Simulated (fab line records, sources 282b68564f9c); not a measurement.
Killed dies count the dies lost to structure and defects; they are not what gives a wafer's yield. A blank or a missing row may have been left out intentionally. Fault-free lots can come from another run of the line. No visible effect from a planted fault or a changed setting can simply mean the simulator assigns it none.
One fault through the eyes of 2 desks    flow ritCmos    each desk holds nothing but its own numbers, with what lay behind them at the end

== AT THE TOOL OWNER'S DESK: rtpAnneal-02 ==
At RIT_SDANNEAL_RTA_03 (time 5 s), the tool's own readings, given per lot that ran on this tool as the mean of the sampled wafers with a number. Marked OUT: a lot whose mean sits more than 4 standard deviations from the usual mean, which makes it out of limits; the brackets give that distance.
Columns: A = rampUpCPerS at RIT_SDANNEAL_RTA_03, usual 342.00; B = wafer_temp_C_max at RIT_SDANNEAL_RTA_03, usual 1053.5
lot   first seen here  A       B
L886  day 3 01:23      341.98  1052.9
L888  day 3 10:59      341.96  1053.1
L890  day 3 20:38      341.99  1053.4
L892  day 4 08:31      342.04  1054.0
L894  day 4 16:55      342.00  1054.3
L898  day 5 13:05      342.06  1053.9
L902  day 6 09:56      342.01  1052.9
L904  day 6 19:55      342.05  1053.0
This desk's finding: nothing out of limits on any of the 8 lots.

== THE METROLOGY DESK ==
Means of the sampled wafers that have a number, per lot and without regard to the tool the lot ran on: this is what the gauges read. Marked OUT: a lot whose mean sits more than 4 standard deviations from the usual mean, which makes it out of limits; the brackets give that distance.
Columns: A = PSD_RS at RIT_SDANNEAL_RS_MEAS_04, usual 116.0 ohm/sq; B = PLDD_RS at RIT_SDANNEAL_RS_MEAS_06, usual 179.6 ohm/sq
lot   first seen here  A                B
L886  day 3 01:28      115.5            179.1
L887  day 3 07:16      115.8            179.3
L888  day 3 11:03      116.3            179.8
L890  day 3 20:43      116.3            179.7
L891  day 4 02:57      116.3            179.9
L892  day 4 08:35      116.0            180.0
L893  day 4 12:03      115.8            178.9
L894  day 4 16:59      115.7            179.2
L897  day 5 08:14      116.1            179.6
L898  day 5 13:10      115.6            179.4
L901  day 6 04:01      115.5            179.1
L902  day 6 10:00      127.4 (+35) OUT  191.8 (+26) OUT
L904  day 6 20:00      127.8 (+36) OUT  192.4 (+28) OUT
L909  day 8 01:23      115.8            179.3
This desk's finding: out of limits on L902, L904; first on L902, day 6 10:00 (PSD_RS at RIT_SDANNEAL_RS_MEAS_04). Within limits: L886, L887, L888, L890, L891, L892, L893, L894, L897, L898, L901, L909.

== ALL TOGETHER ==
An alarm was possible from the metrology desk at day 6 10:00, on L902, L904.
Nothing out of limits was seen by the tool owner's desk.
Tool owner's desk: L902, L904 on record, inside its limits.
Every lot named ran RIT_SDANNEAL_RTA_03 on rtpAnneal-02.

== WHAT HAD BEEN PUT IN BY THE SIMULATOR ==
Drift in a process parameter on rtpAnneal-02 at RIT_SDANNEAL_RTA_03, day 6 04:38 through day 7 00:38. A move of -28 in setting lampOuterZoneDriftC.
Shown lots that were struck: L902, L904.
Hours from the fault's start to each desk's first reading out of limits: the metrology desk, 5.
